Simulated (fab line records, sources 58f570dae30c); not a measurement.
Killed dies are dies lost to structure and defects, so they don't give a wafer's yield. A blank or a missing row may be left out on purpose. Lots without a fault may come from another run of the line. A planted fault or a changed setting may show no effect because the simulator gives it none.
Which tool did it? | flow berkeley_cmos170 | 14 lots, 42 wafers sampled, at 2 steps of a route of 331

WHAT THE GAUGES READ, wafer by wafer
UCB170_V1_CD_MEAS_12: target cd 700 nm.
lot  | measured     | on        | cd_nm (nm)
L577 | day 8 10:19  | cd_sem-01 | 700.1 700.7 699.7
L578 | day 8 08:46  | cd_sem-02 | 699.0 699.6 698.9
L579 | day 8 19:49  | cd_sem-01 | 699.3 700.1 700.6
L580 | day 8 19:07  | cd_sem-02 | 700.8 699.6 698.7
L581 | day 8 08:26  | cd_sem-02 | 701.4 701.5 702.0
L582 | day 9 10:14  | cd_sem-02 | 700.6 701.4 701.0
L584 | day 9 18:01  | cd_sem-02 | 701.8 701.0 701.5
L587 | day 10 22:55 | cd_sem-02 | 698.7 699.5 699.4
L589 | day 10 22:35 | cd_sem-02 | 701.7 702.2 700.8
L590 | day 10 17:23 | cd_sem-01 | 700.1 700.0 699.9
L592 | day 10 22:26 | cd_sem-01 | 696.8 698.9 697.8
L596 | day 11 19:38 | cd_sem-02 | 700.5 700.6 699.6
L597 | day 12 06:47 | cd_sem-01 | 701.9 700.7 699.8
L599 | day 12 19:40 | cd_sem-02 | 697.8 698.0 698.5

WHICH TOOL RAN EACH LOT (tool, then ch and the chambers of the sampled wafers, then the start)
lot  | UCB170_ZERO_ETCH_06
L577 | rie_diel-04 ch 0,2, day 1 18:25
L578 | rie_diel-03 ch 0,1,3, day 2 01:41
L579 | rie_diel-01 ch 0,2, day 2 08:10
L580 | rie_diel-01 ch 2,3, day 2 12:25
L581 | rie_diel-04 ch 0,1,2, day 2 17:59
L582 | rie_diel-04 ch 2,3, day 3 00:56
L584 | rie_diel-03 ch 0,2, day 3 10:48
L587 | rie_diel-03 ch 0,2,3, day 4 03:53
L589 | rie_diel-04 ch 0,3, day 4 14:27
L590 | rie_diel-03 ch 0,1,3, day 4 14:43
L592 | rie_diel-01 ch 1,2, day 4 22:23
L596 | rie_diel-03 ch 0,2,3, day 5 18:04
L597 | rie_diel-03 ch 0,1, day 6 01:13
L599 | rie_diel-04 ch 0,1,3, day 6 10:10
- UCB170_ZERO_ETCH_06: etches SiO2 in CHF3/CF4/Ar, time 12 s.

WHAT THE TOOLS THEMSELVES READ (means of the sampled wafers that have a number; where no wafer has one, the mark that the record gives instead)
UCB170_ZERO_ETCH_06.
lot  | tool        | chamber_pressure_mTorr (mTorr) | drypump_motor_current_A (A) | oes_product_au (a.u.) | throttle_valve_pct (%)
L577 | rie_diel-04 | 100.02                         | 5.9                         | 0.617                 | 9.36
L578 | rie_diel-03 | 99.92                          | 5.4                         | 0.622                 | 9.19
L579 | rie_diel-01 | 100.05                         | 5.4                         | 0.631                 | 9.41
L580 | rie_diel-01 | 99.99                          | 5.7                         | 0.620                 | 9.34
L581 | rie_diel-04 | 100.02                         | 5.6                         | 0.618                 | 9.25
L582 | rie_diel-04 | 99.98                          | 5.5                         | 0.620                 | 9.14
L584 | rie_diel-03 | 99.93                          | 4.9                         | 0.621                 | 9.24
L587 | rie_diel-03 | 99.95                          | 5.2                         | 0.623                 | 9.19
L589 | rie_diel-04 | 100.11                         | 6.1                         | 0.613                 | 9.27
L590 | rie_diel-03 | 99.95                          | 5.4                         | 0.617                 | 9.18
L592 | rie_diel-01 | 100.10                         | 5.3                         | 0.612                 | 9.19
L596 | rie_diel-03 | 99.92                          | 5.2                         | 0.630                 | 9.19
L597 | rie_diel-03 | 99.90                          | 5.2                         | 0.627                 | 9.29
L599 | rie_diel-04 | 100.11                         | 5.9                         | 0.617                 | 9.15

THE ANSWER, worked out from the rows above alone
Rule: what is usual is taken from the lots themselves. Put in order of their means at a reading, lots are off if they are a third of the lots or fewer, leave a main group of 4 or more, and stand apart from it by a gap of 3 or more times the standard deviation of the main group's means; of several such gaps the widest counts. A main group whose means are all the same, to the digits that the tables above print for the reading, isn't used. A lot without any number at a reading at which 4 lots or more have one is off too. The other lots that the step has rows for count as sound. The gauges are gone through in route order, then the tools' own readings, and for those a lot's mean is taken as printed above. The first step at which some lot is off is used, and at that step the reading that is off furthest; a lot without a number counts as furthest.
No lot is off at any reading shown: from this, nothing can be told.

WHAT THE SIMULATOR HAD PUT IN
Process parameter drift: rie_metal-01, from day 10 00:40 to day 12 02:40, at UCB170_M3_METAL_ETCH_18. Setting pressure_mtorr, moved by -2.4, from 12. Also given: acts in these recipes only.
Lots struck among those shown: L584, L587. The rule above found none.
